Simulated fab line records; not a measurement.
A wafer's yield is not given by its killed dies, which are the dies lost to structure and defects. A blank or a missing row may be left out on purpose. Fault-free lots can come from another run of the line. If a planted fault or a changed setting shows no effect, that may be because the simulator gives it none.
Split-lot trial / flow rit_cmos / 23 wafers read across 5 lots, on a route 202 steps long

== THE SPLIT ==
At RIT_PWELL_SOFTBAKE_02 (time 60 s), the setting temp_c was moved away from the recipe's 90 C on 10 of the 23 wafers read, by -1.9% to +3.2%. The other wafers ran this setting at the recipe's value.

== FROM THE SPLIT TO THE READING: what the file shows between them, 2 steps ==
- RIT_PWELL_EXPOSE_03: exposes mask M3, target cd 43700 nm
- RIT_PWELL_PEB_04

== THE READING ==
NOVOLAK_of_PWELL_COAT_01.thk_nm (the simulator's own value, which no gauge read), in nm, at RIT_PWELL_DEVELOP_05 (develop time 68 s). There is no usual value for it anywhere in the file. Across the 13 wafers here that went through the recipe, the average is 1297 nm and the standard deviation 3.1 nm.

wafer=L074.2; tool, chamber at the split=litho_track-03, 0; temp_c as run, C=90; against the recipe=recipe; NOVOLAK_of_PWELL_COAT_01.thk_nm, nm=1301; against lot-mates on the recipe=-
wafer=L074.5; tool, chamber at the split=litho_track-03, 0; temp_c as run, C=90; against the recipe=recipe; NOVOLAK_of_PWELL_COAT_01.thk_nm, nm=1301; against lot-mates on the recipe=-
wafer=L074.3; tool, chamber at the split=litho_track-03, 0; temp_c as run, C=90; against the recipe=recipe; NOVOLAK_of_PWELL_COAT_01.thk_nm, nm=1300; against lot-mates on the recipe=-
wafer=L075.1; tool, chamber at the split=litho_track-01, 0; temp_c as run, C=92.87; against the recipe=+3.2%; NOVOLAK_of_PWELL_COAT_01.thk_nm, nm=1287; against lot-mates on the recipe=-11
wafer=L075.3; tool, chamber at the split=litho_track-01, 0; temp_c as run, C=90; against the recipe=recipe; NOVOLAK_of_PWELL_COAT_01.thk_nm, nm=1301; against lot-mates on the recipe=-
wafer=L075.4; tool, chamber at the split=litho_track-01, 0; temp_c as run, C=92.87; against the recipe=+3.2%; NOVOLAK_of_PWELL_COAT_01.thk_nm, nm=1289; against lot-mates on the recipe=-9
wafer=L075.5; tool, chamber at the split=litho_track-01, 0; temp_c as run, C=90; against the recipe=recipe; NOVOLAK_of_PWELL_COAT_01.thk_nm, nm=1295; against lot-mates on the recipe=-
wafer=L075.6; tool, chamber at the split=litho_track-01, 0; temp_c as run, C=92.87; against the recipe=+3.2%; NOVOLAK_of_PWELL_COAT_01.thk_nm, nm=1288; against lot-mates on the recipe=-10
wafer=L077.2; tool, chamber at the split=litho_track-01, 0; temp_c as run, C=90; against the recipe=recipe; NOVOLAK_of_PWELL_COAT_01.thk_nm, nm=1293; against lot-mates on the recipe=-
wafer=L077.3; tool, chamber at the split=litho_track-01, 0; temp_c as run, C=90; against the recipe=recipe; NOVOLAK_of_PWELL_COAT_01.thk_nm, nm=1294; against lot-mates on the recipe=-
wafer=L077.4; tool, chamber at the split=litho_track-01, 0; temp_c as run, C=88.32; against the recipe=-1.9%; NOVOLAK_of_PWELL_COAT_01.thk_nm, nm=1297; against lot-mates on the recipe=+4
wafer=L077.6; tool, chamber at the split=litho_track-01, 0; temp_c as run, C=88.32; against the recipe=-1.9%; NOVOLAK_of_PWELL_COAT_01.thk_nm, nm=1297; against lot-mates on the recipe=+4
wafer=L077.5; tool, chamber at the split=litho_track-01, 0; temp_c as run, C=90; against the recipe=recipe; NOVOLAK_of_PWELL_COAT_01.thk_nm, nm=1292; against lot-mates on the recipe=-
wafer=L079.1; tool, chamber at the split=litho_track-02, 0; temp_c as run, C=92.52; against the recipe=+2.8%; NOVOLAK_of_PWELL_COAT_01.thk_nm, nm=1288; against lot-mates on the recipe=-9
wafer=L079.3; tool, chamber at the split=litho_track-02, 0; temp_c as run, C=90; against the recipe=recipe; NOVOLAK_of_PWELL_COAT_01.thk_nm, nm=1298; against lot-mates on the recipe=-
wafer=L079.4; tool, chamber at the split=litho_track-02, 0; temp_c as run, C=92.52; against the recipe=+2.8%; NOVOLAK_of_PWELL_COAT_01.thk_nm, nm=1284; against lot-mates on the recipe=-13
wafer=L079.5; tool, chamber at the split=litho_track-02, 0; temp_c as run, C=92.52; against the recipe=+2.8%; NOVOLAK_of_PWELL_COAT_01.thk_nm, nm=1287; against lot-mates on the recipe=-10
wafer=L079.6; tool, chamber at the split=litho_track-02, 0; temp_c as run, C=90; against the recipe=recipe; NOVOLAK_of_PWELL_COAT_01.thk_nm, nm=1296; against lot-mates on the recipe=-
wafer=L084.1; tool, chamber at the split=litho_track-01, 0; temp_c as run, C=90; against the recipe=recipe; NOVOLAK_of_PWELL_COAT_01.thk_nm, nm=1298; against lot-mates on the recipe=-
wafer=L084.3; tool, chamber at the split=litho_track-01, 0; temp_c as run, C=91.98; against the recipe=+2.2%; NOVOLAK_of_PWELL_COAT_01.thk_nm, nm=1290; against lot-mates on the recipe=-8
wafer=L084.4; tool, chamber at the split=litho_track-01, 0; temp_c as run, C=90; against the recipe=recipe; NOVOLAK_of_PWELL_COAT_01.thk_nm, nm=1297; against lot-mates on the recipe=-
wafer=L084.5; tool, chamber at the split=litho_track-01, 0; temp_c as run, C=91.98; against the recipe=+2.2%; NOVOLAK_of_PWELL_COAT_01.thk_nm, nm=1288; against lot-mates on the recipe=-10
wafer=L084.6; tool, chamber at the split=litho_track-01, 0; temp_c as run, C=90; against the recipe=recipe; NOVOLAK_of_PWELL_COAT_01.thk_nm, nm=1300; against lot-mates on the recipe=-

FIT RESULTS
A straight line over all 23 wafers: NOVOLAK_of_PWELL_COAT_01.thk_nm changes by -2.77 nm for each +1% of temp_c; r = -0.82; the points scatter about the line by 3.1 nm.
The same after taking each lot's own level away (the mean of its wafers on the recipe; 23 wafers): -3.28 nm for each +1%; r = -0.95; scatter 1.7 nm.
On that fit, the largest move of temp_c shifts the reading by 10 nm.
The span of the lots' own levels, 1293.0 to 1300.7 nm, comes to 2.5 times the standard deviation stated above.
So the slope is not independent of the lot-to-lot level: the two fits are not the same.
Check: with one of the wafers moved furthest among these (+3.2%) left out of the fit, the line predicts -11 nm for it against its lot-mates. It came out at -11 nm against them.

== ADDITIONAL SPLITS CARRIED BY THESE WAFERS ==
Note: prior to the reading, these wafers also went through further splits. Each is held against what the fit with the lots' levels taken away leaves over:
other split on the same wafers=RIT_ACTIVE_CVD_03 time_s; wafers away from the commonest value=15; r with NOVOLAK_of_PWELL_COAT_01.thk_nm (lot level and that fit taken away)=-0.26
other split on the same wafers=RIT_ACTIVE_COAT_06 spin_rpm; wafers away from the commonest value=10; r with NOVOLAK_of_PWELL_COAT_01.thk_nm (lot level and that fit taken away)=+0.28
other split on the same wafers=RIT_NWELL_COAT_01 spin_rpm; wafers away from the commonest value=9; r with NOVOLAK_of_PWELL_COAT_01.thk_nm (lot level and that fit taken away)=-0.48
other split on the same wafers=RIT_NWELL_IMPLANT_08 dose_cm2; wafers away from the commonest value=7; r with NOVOLAK_of_PWELL_COAT_01.thk_nm (lot level and that fit taken away)=+0.11

== THE FILE'S OWN FIT ==
NOVOLAK_of_PWELL_COAT_01.thk_nm changes by -3.43 nm for each +1% of temp_c, r = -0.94.
